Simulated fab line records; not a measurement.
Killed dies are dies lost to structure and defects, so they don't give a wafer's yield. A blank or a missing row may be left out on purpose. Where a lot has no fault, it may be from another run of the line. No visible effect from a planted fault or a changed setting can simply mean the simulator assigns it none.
2 desks, one fault + flow berkeley_cmos170 + what lay behind the numbers comes last; until then each desk has only its own

THE METROLOGY DESK
Lot by lot, what the gauges showed, no matter which tool ran the lot: averages of those sampled wafers that carry a number. Any lot whose mean is over 4 standard deviations away from the usual mean is out of limits and marked OUT; that distance is given in the brackets.
Columns: A = PSD_RS at UCB170_SDANNEAL_RS_MEAS_02, usual 75.44 ohm/sq; B = NSD_RS at UCB170_SDANNEAL_RS_MEAS_03, usual 37.28 ohm/sq; C = cd_nm at UCB170_CONTACT_CD_MEAS_15, usual 700.6 nm
| lot  | first seen here | A     | B     | C                |
|------|-----------------|-------|-------|------------------|
| L120 | day 6 06:26     | 75.35 | 37.31 | 702.3            |
| L126 | day 7 07:49     | 75.92 | 37.29 | 701.6            |
| L123 | day 7 08:15     | 75.69 | 37.29 | 702.2            |
| L122 | day 7 08:38     | 75.59 | 37.27 | 700.4            |
| L124 | day 7 09:22     | 75.85 | 37.28 | 697.7            |
| L125 | day 7 10:07     | 75.59 | 37.39 | 700.6            |
| L128 | day 7 16:03     | 75.40 | 37.32 | 699.8            |
| L127 | day 7 16:24     | 75.61 | 37.38 | 699.3            |
| L129 | day 8 07:40     | 75.41 | 37.22 | 702.5            |
| L130 | day 8 08:38     | 75.45 | 37.36 | 699.2            |
| L137 | day 10 00:34    | 75.11 | 37.30 | 705.7 (+4.2) OUT |
| L140 | day 10 21:23    | 75.47 | 37.14 | 704.0            |
| L143 | day 11 05:52    | 75.48 | 37.11 | 701.7            |
| L142 | day 11 05:53    | 75.08 | 37.31 | 701.7            |
This desk's verdict: out of limits on L137, starting with L137 at day 10 11:02 (cd_nm at UCB170_CONTACT_CD_MEAS_15). L120, L126, L123, L122, L124, L125, L128, L127, L129, L130, L140, L143, L142: within limits.

TOOL OWNER'S DESK, litho_track-03
UCB170_CONTACT_PEB_13, tool's own readings: per-lot mean of the sampled wafers with a number, covering each lot this tool ran. Any lot whose mean is over 4 standard deviations away from the usual mean is out of limits and marked OUT; that distance is given in the brackets.
Columns: A = heater_power_total_W at UCB170_CONTACT_PEB_13, usual 56.80 W; B = plate_temp_C at UCB170_CONTACT_PEB_13, usual 130.00 C
| lot  | first seen here | A               | B                 |
|------|-----------------|-----------------|-------------------|
| L126 | day 7 15:20     | 56.84           | 129.92            |
| L122 | day 7 15:38     | 56.79           | 130.05            |
| L124 | day 7 15:53     | 56.77           | 130.20            |
| L127 | day 7 21:04     | 56.78           | 130.02            |
| L128 | day 7 21:21     | 56.76           | 129.93            |
| L129 | day 8 11:59     | 56.86           | 129.83            |
| L137 | day 10 10:46    | 57.31 (+11) OUT | 130.95 (+7.3) OUT |
| L140 | day 11 03:49    | 57.31 (+11) OUT | 130.77 (+5.9) OUT |
This desk's verdict: out of limits on L137, L140, starting with L137 at day 10 10:46 (heater_power_total_W at UCB170_CONTACT_PEB_13). L126, L122, L124, L127, L128, L129: within limits.

PUT TOGETHER
At day 10 10:46, on L137, L140, the tool owner's desk was in a position to raise an alarm.
On L137, the metrology desk was in a position to raise an alarm at day 10 11:02.
The metrology desk holds a record of L140, inside its limits.
Of the lots named, all ran UCB170_CONTACT_PEB_13 on litho_track-03.

WHAT WAS PUT IN BY THE SIMULATOR
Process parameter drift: litho_track-03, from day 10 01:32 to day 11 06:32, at UCB170_CONTACT_PEB_13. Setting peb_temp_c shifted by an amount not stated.
Lots struck among those shown: L137, L140.
Hours from the fault's start to each desk's first reading out of limits: the tool owner's desk, 9; the metrology desk, 9.
